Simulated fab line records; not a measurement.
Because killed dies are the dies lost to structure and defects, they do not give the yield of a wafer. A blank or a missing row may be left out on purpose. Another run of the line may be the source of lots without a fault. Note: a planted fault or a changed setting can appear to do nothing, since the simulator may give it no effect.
A struck lot beside a sound one + flow rit cmos + 43 steps out of a route of 202
Sound: these wafers, L561.1, L561.2, L561.3. The struck wafers were L571.3, L571.4, L571.6. The cause is named last.
For every step that has rows: the tool of each side, followed by ch and its chambers, followed by its first start. Under that, the readings that differ: sound wafers + struck wafers + difference of the means + sigmas: that difference in standard deviations of wafers without a fault.
alike: readings with means less than 2 such deviations apart, plus words and numbers identical on both sides. not compared: withheld readings, readings lacking a value on some wafer, bounds such as >300 that could conceal the same value, and numbers that have no deviation in the record and whose values overlap.
A row with sigmas, a row that says differs or no value, or rows on one side alone: a step with any of these is where the two part. Numbers that don't overlap but have no deviation are shown without sigmas and don't part them. A reading that every wafer of one side lacks parts them only if that side has two wafers or more.

first, 2 steps without rows for these wafers: RIT_NWELL_HARDBAKE_07 (time 120 s); RIT_NWELL_IMPLANT_08.
RIT_NWELL_STRIP_09: strips in O2, time 180 s.
  sound on plasma asher-01 ch 0,1, day 4 00:32; struck on plasma asher-01 ch 0,1, day 6 02:26
  alike: drypump motor current A
  not compared: rf hours counter h
RIT_NWELL_TW_MEAS_10:
  sound on film metro-03 at day 4 00:43; struck on film metro-01 at day 6 02:35
  alike: NWELL_TW
then, 6 steps without rows for these wafers: RIT_PWELL_HMDS_00 (prime time 60 s); RIT_PWELL_COAT_01 (resist thk 1300 nm); RIT_PWELL_SOFTBAKE_02 (time 60 s); RIT_PWELL_EXPOSE_03 (exposes mask M3, target cd 43700 nm); RIT_PWELL_PEB_04; RIT_PWELL_DEVELOP_05 (develop time 68 s).
RIT_PWELL_OVL_MEAS_06:
  sound on overlay-02 at day 4 01:39; struck on overlay-01 at day 6 03:31
  alike: PWELL_OVL
then, 1 step without rows for these wafers: RIT_PWELL_HARDBAKE_07 (time 120 s).
RIT_PWELL_IMPLANT_08:
  sound on implanter-04 ch 0, day 4 02:03; struck on implanter-04 ch 0, day 6 03:50
| reading       | sound                         | struck                       | difference | sigmas |
|---------------|-------------------------------|------------------------------|------------|--------|
| dose ions cm2 | 6.998e+13 6.978e+13 7.013e+13 | 6.878e+13 6.88e+13 6.879e+13 | -1.173e+12 | -16    |
RIT_PWELL_STRIP_09: strips in O2, time 180 s.
  sound on plasma asher-03 ch 0,1, day 4 02:12; struck on plasma asher-01 ch 0,1, day 6 03:59
  alike: drypump motor current A
  not compared: rf hours counter h
RIT_PWELL_TW_MEAS_10:
  sound on film metro-02 at day 4 02:23; struck on film metro-02 at day 6 04:08
  alike: PWELL_TW
then, 1 step without rows for these wafers: RIT_WELLDRIVE_ANNEAL_00 (time 14700 s).
RIT_WELLDRIVE_RS_MEAS_01: a four-point-probe measurement.
  sound on film metro-03 at day 4 08:47; struck on film metro-03 at day 6 09:17
  alike: NWELL_RS
RIT_WELLDRIVE_RS_MEAS_02: a four-point-probe measurement.
  sound on film metro-03 at day 4 08:54; struck on film metro-03 at day 6 09:49
| reading           | sound             | struck            | difference | sigmas |
|-------------------|-------------------|-------------------|------------|--------|
| PWELL_RS (ohm/sq) | 429.5 430.0 429.1 | 434.6 434.6 434.7 | +5.1       | +5     |
  not compared: hold
then, 5 steps without rows for these wafers: RIT_NRETRO_COAT_01 (resist thk 1300 nm); RIT_NRETRO_SOFTBAKE_02 (time 60 s); RIT_NRETRO_EXPOSE_03 (exposes mask M4, target cd 43900 nm); RIT_NRETRO_PEB_04; RIT_NRETRO_DEVELOP_05 (develop time 68 s).
RIT_NRETRO_OVL_MEAS_06:
  sound on overlay-02 at day 4 10:02; struck on overlay-02 at day 6 12:38
  alike: NRETRO_OVL
then, 2 steps without rows for these wafers: RIT_NRETRO_HARDBAKE_07 (time 120 s); RIT_NRETRO_IMPLANT_08.
RIT_NRETRO_STRIP_09: strips in O2, time 180 s.
  sound on plasma asher-03 ch 0,1, day 4 10:28; struck on plasma asher-02 ch 0,1, day 6 13:07
  alike: drypump motor current A
  not compared: rf hours counter h
RIT_NRETRO_TW_MEAS_10:
  sound on film metro-03 at day 4 10:38; struck on film metro-02 at day 6 13:15
  alike: NRETRO_TW
then, 6 steps without rows for these wafers: RIT_PRETRO_HMDS_00 (prime time 60 s); RIT_PRETRO_COAT_01 (resist thk 1300 nm); RIT_PRETRO_SOFTBAKE_02 (time 60 s); RIT_PRETRO_EXPOSE_03 (exposes mask M5, target cd 43700 nm); RIT_PRETRO_PEB_04; RIT_PRETRO_DEVELOP_05 (develop time 68 s).
RIT_PRETRO_OVL_MEAS_06:
  sound on overlay-02 at day 4 11:42; struck on overlay-02 at day 6 14:25
  alike: PRETRO_OVL
then, 2 steps without rows for these wafers: RIT_PRETRO_HARDBAKE_07 (time 120 s); RIT_PRETRO_IMPLANT_08.
RIT_PRETRO_STRIP_09: strips in O2, time 180 s.
  sound on plasma asher-03 ch 0,1, day 4 12:10; struck on plasma asher-02 ch 0,1, day 6 14:58
  alike: drypump motor current A
  not compared: rf hours counter h
RIT_PRETRO_TW_MEAS_10:
  sound on film metro-03 at day 4 12:21; struck on film metro-04 at day 6 15:07
  alike: PRETRO_TW
then, 2 steps without rows for these wafers: RIT_GATE_WET_ETCH_00 (etches SiO2 in BOE, target depth 56 nm, time 62.62 s); RIT_GATE_CLEAN_01 (cleans in SC1, time 600 s).
RIT_M1_METAL_ETCH_12: etches Al in Cl2/BCl3, stops on SiO2, time 165 s, target depth 600 nm.
  sound on rie metal-04 ch 0,1, day 5 15:25; struck on rie metal-03 ch 0,1, day 7 22:19
| reading                | sound          | struck         | difference | sigmas |
|------------------------|----------------|----------------|------------|--------|
| throttle valve pct (%) | 8.33 8.38 8.39 | 8.19 8.18 8.16 | -0.19      | -2     |
| model.M1.cd nm (nm)    | 2602 2600 2601 | 2590 2587 2589 | -12        |        |
  alike: drypump motor current A, oes product au
  not compared: rf hours counter h
RIT_M1_PROBE_99:
  sound on prober-01 at day 5 17:40; struck on prober-01 at day 8 04:05
  alike: killed at contacts, killed at front end, killed dies, killed open, killed short

== WHERE THEY PART ==
Last at RIT_M1_METAL_ETCH_12 as far as this record goes, first at RIT_PWELL_IMPLANT_08. Later steps at which nothing parts them and some readings are alike: RIT_M1_PROBE_99.

WHY: the cause the simulator had injected
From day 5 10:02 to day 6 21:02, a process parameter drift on implanter-04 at RIT_PWELL_IMPLANT_08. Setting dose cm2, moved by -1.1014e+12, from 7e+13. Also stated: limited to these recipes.
